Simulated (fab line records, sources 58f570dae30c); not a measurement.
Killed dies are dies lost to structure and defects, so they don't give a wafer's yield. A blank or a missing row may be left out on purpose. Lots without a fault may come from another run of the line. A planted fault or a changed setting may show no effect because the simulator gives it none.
fab line records | flow berkeley_cmos170
record lots=5 wafers=15 last_day=12
route steps=331 shown CONTACT@231
lots that met no fault: from a run of the same line without faults
start_h: hours from the record's first day to the start of the lot's first wafer shown | wait_h: hours since the lot's step before | " the same as in the row above | L1.1+2: a row that stands for several wafers | - no value, or no start given | * or withheld: withheld | < > ~ a bound
route shown NAME@n: a module of which the file shows steps, and the number in the route of the first | usual: mean/standard deviation of fault-free wafers | same: alike in all rows | chamber/n: place in a boat | sites: the reading at each site | _std_site: their standard deviation | _edge_site: outer sites' mean less inner sites' | radius_mm: how far each site lies from the wafer's centre | mask NAME#n: copy n | behind: the tool/chamber that last shaped the wafer | hold: why the lot was held/for how many hours/how that ended | device: the transistor (n, p or np) that didn't switch | end of line: the same wafers' tests at the end of the route | a step without rows: its recipe alone | killed: dies lost to structure and defects at the first sort, not the wafer's yield | map: a wafer's dies, x killed, . not, _ none there
set.NAME: the setting as run; set.NAME@STEP: as run at that earlier step | model.NAME: the simulator's own value behind a step, which no gauge read
lots at some steps of the route; a table a step, a row a wafer
services: from which hour (start_h, from the record's first day; less than 0 if before it) a tool's chamber was out of use, for how many hours, and why
## steps
# step UCB170_CONTACT_CD_MEAS_15
# recipe target_cd_nm=700
# usual cd_nm=700.5/1.5
# columns lot.wafer tool chamber start_h wait_h cd_nm
L074.2 cd_sem-02 - 169.69 - 701.2
L074.4 " - " " 700.9
L074.5 " - " " 700.3
L080.2 cd_sem-01 - 205.71 - 701.0
L080.3 " - " " 702.2
L080.5 " - " " 701.8
L087.3 cd_sem-01 - 233.07 - 703.3
L087.4 " - " " 702.5
L087.6 " - " " 703.5
L085.2 cd_sem-02 - 233.17 - 701.2
L085.3 " - " " 700.5
L085.4 " - " " 700.5
L092.1 cd_sem-01 - 261.55 - 700.7
L092.2 " - " " 700.5
L092.6 " - " " 701.5
# step UCB170_CONTACT_OVL_MEAS_16
# usual CONTACT_OVL=-1/5.2
# columns lot.wafer tool chamber start_h wait_h CONTACT_OVL[nm]
L074.2 overlay-02 - 169.80 0.1 -7
L074.4 " - " " -7
L074.5 " - " " 0
L080.2 overlay-01 - 205.81 0.1 7
L080.3 " - " " 3
L080.5 " - " " 6
L087.3 overlay-02 - 233.16 0.1 -4
L087.4 " - " " 3
L087.6 " - " " -2
L085.2 overlay-01 - 233.27 0.1 4
L085.3 " - " " 4
L085.4 " - " " 5
L092.1 overlay-02 - 261.67 0.1 0
L092.2 " - " " -4
L092.6 " - " " -2
# step UCB170_CONTACT_ETCH_17
# recipe chemistry=N2/H2 target_depth_a=withheld overetch_a=withheld target=BARC time_s=withheld source_w=500 bias_w=100 pressure_mtorr=30 n2_flow_sccm=100 h2_flow_sccm=200
# usual bias_w=100.03/0.28 drypump_motor_current_A=5.7/0.46 oes_product_au=1.009/0.025 throttle_valve_pct=13.24/0.26
# columns lot.wafer tool chamber start_h wait_h bias_w drypump_motor_current_A oes_product_au throttle_valve_pct
L074.2 rie_diel-04 1 169.83 0.0 99.96 6.0 1.036 12.92
L074.4 " 0 " " 100.02 5.2 1.022 12.94
L074.5 " 3 " " 100.25 5.8 1.021 13.43
L080.2 rie_diel-03 1 205.84 0.0 100.18 5.8 0.993 12.85
L080.3 " 3 " " 100.23 5.3 1.044 13.31
L080.5 " 0 " " 99.69 5.5 1.020 13.09
L087.3 rie_diel-04 2 233.19 0.0 100.23 6.4 1.013 13.30
L087.4 " 0 " " 99.96 5.2 1.033 12.96
L087.6 " 1 " " 99.92 6.0 1.032 12.91
L085.2 rie_diel-03 2 233.30 0.0 100.01 5.2 1.000 13.40
L085.3 " 1 " " 100.22 5.8 0.980 12.83
L085.4 " 3 " " 99.69 5.3 1.050 13.31
L092.1 rie_diel-04 2 261.70 0.0 99.72 6.4 1.008 13.32
L092.2 " 1 " " 100.37 6.0 1.032 12.91
L092.6 " 3 " " 100.35 5.8 1.039 13.43
# step UCB170_CONTACT_ETCH_18
# recipe chemistry=CHF3/CF4/Ar target=PSG stop_on=TiSi2 CHF3_flow_sccm=45 cf4_flow_sccm=15 Ar_flow_sccm=150 pressure_mtorr=200 rf_w=700 target_depth_a=8400 over_etch_frac=0.2 time_s=195
# usual drypump_motor_current_A=5.7/0.46 oes_product_au=0.895/0.014 throttle_valve_pct=6.92/0.13
# columns lot.wafer tool chamber start_h wait_h drypump_motor_current_A oes_product_au rf_hours_counter_h throttle_valve_pct
L074.2 rie_diel-04 1 - - 6.0 0.896 22 6.78
L074.4 " 0 " " 5.2 0.892 120 6.71
L074.5 " 3 " " 5.8 0.900 - 7.03
L080.2 rie_diel-03 1 - - 5.8 0.881 17 6.73
L080.3 " 3 " " 5.3 0.910 35 6.97
L080.5 " 0 " " 5.5 0.897 - 6.98
L087.3 rie_diel-04 2 - - 6.4 0.874 93 6.80
L087.4 " 0 " " 5.2 0.904 124 6.68
L087.6 " 1 " " 6.0 0.912 - 6.80
L085.2 rie_diel-03 2 - - 5.2 0.893 0 6.92
L085.3 " 1 " " 5.8 0.866 19 6.75
L085.4 " 3 " " 5.3 0.907 37 6.98
L092.1 rie_diel-04 2 - - 6.4 0.882 94 6.83
L092.2 " 1 " " 6.0 0.913 26 6.78
L092.6 " 3 " " 5.8 0.898 - 7.03
# step UCB170_CONTACT_STRIP_19
# recipe chemistry=O2 power_w=400 pressure_mtorr=3500 platen_temp_c=withheld o2_flow_sccm=400 overash_fraction=0.5
# usual drypump_motor_current_A=5.93/0.25 o2_flow_sccm=400.1/1 oes_product_au=0.726/0.0046
# same overash_fraction=0.5
# columns lot.wafer tool chamber start_h wait_h drypump_motor_current_A o2_flow_sccm oes_product_au rf_hours_counter_h
L074.2 plasma_asher-04 0 169.99 - 5.81 399.4 0.720 48
L074.4 " 0 " " 5.83 399.8 0.720 -
L074.5 " 0 " " 5.84 400.3 0.730 -
L080.2 plasma_asher-02 0 206.01 - 6.07 399.9 0.725 46
L080.3 " 0 " " 6.08 399.1 0.720 -
L080.5 " 1 " " 6.30 401.2 0.722 -
L087.3 plasma_asher-04 1 233.39 - 5.70 402.5 0.726 -
L087.4 " 0 " " 5.80 401.3 0.725 -
L087.6 " 0 " " 5.80 399.2 0.728 -
L085.2 plasma_asher-01 1 233.47 - 5.64 401.0 0.723 13
L085.3 " 1 " " 5.66 402.0 0.728 -
L085.4 " 0 " " 6.21 401.7 0.720 -
L092.1 plasma_asher-01 1 261.87 - 5.64 398.6 0.735 16
L092.2 " 0 " " 6.23 402.7 0.724 16
L092.6 " 0 " " 6.23 402.6 0.732 -
# step UCB170_CONTACT_CD_MEAS_90
# recipe target_cd_nm=700
# usual cd_nm=700.6/1.8
# columns lot.wafer tool chamber start_h wait_h cd_nm
L074.2 cd_sem-02 - 170.11 0.1 701.4
L074.4 " - " " 701.5
L074.5 " - " " 700.0
L080.2 cd_sem-02 - 206.13 0.1 700.7
L080.3 " - " " 702.0
L080.5 " - " " 702.6
L087.3 cd_sem-01 - 233.49 0.1 703.4
L087.4 " - " " 704.0
L087.6 " - " " 702.6
L085.2 cd_sem-02 - 233.59 0.1 702.3
L085.3 " - " " 700.5
L085.4 " - " " 701.2
L092.1 cd_sem-02 - 261.97 0.1 702.0
L092.2 " - " " 701.3
L092.6 " - " " 702.1
# step UCB170_CONTACT_CLEAN_20
# recipe chemistry=SPM temp_c=120 time_s=600
# columns lot.wafer tool chamber start_h wait_h
L074.2+4+5 wet_bench-04 1 171.05 0.9
L080.2+3+5 wet_bench-03 2 206.23 0.1
L085.2+3+4 wet_bench-01 2 235.10 1.5
L087.3+4+6 wet_bench-01 3 235.10 1.6
L092.1+2+6 wet_bench-01 3 262.09 0.1
## services
# columns tool chamber start_h hours kind
rie_diel-04 0 155.59 3.3 repair
rie_diel-03 2 162.96 12.8 repair
wet_bench-03 - 169.28 1.9 pm
rie_diel-03 0 174.71 10.0 repair
rie_diel-04 3 178.64 18.2 repair
plasma_asher-01 - 206.34 3.1 repair
rie_diel-03 1 206.91 1.3 repair
rie_diel-03 2 214.77 - clean
rie_diel-03 2 214.77 12.8 scheduled_down
rie_diel-03 2 214.77 12.8 vent_cycle
wet_bench-01 - 222.40 2.3 repair
wet_bench-04 - 223.53 45.4 pm
rie_diel-04 - 229.43 2.8 pm
rie_diel-03 3 245.90 2.9 repair
## key
fault none
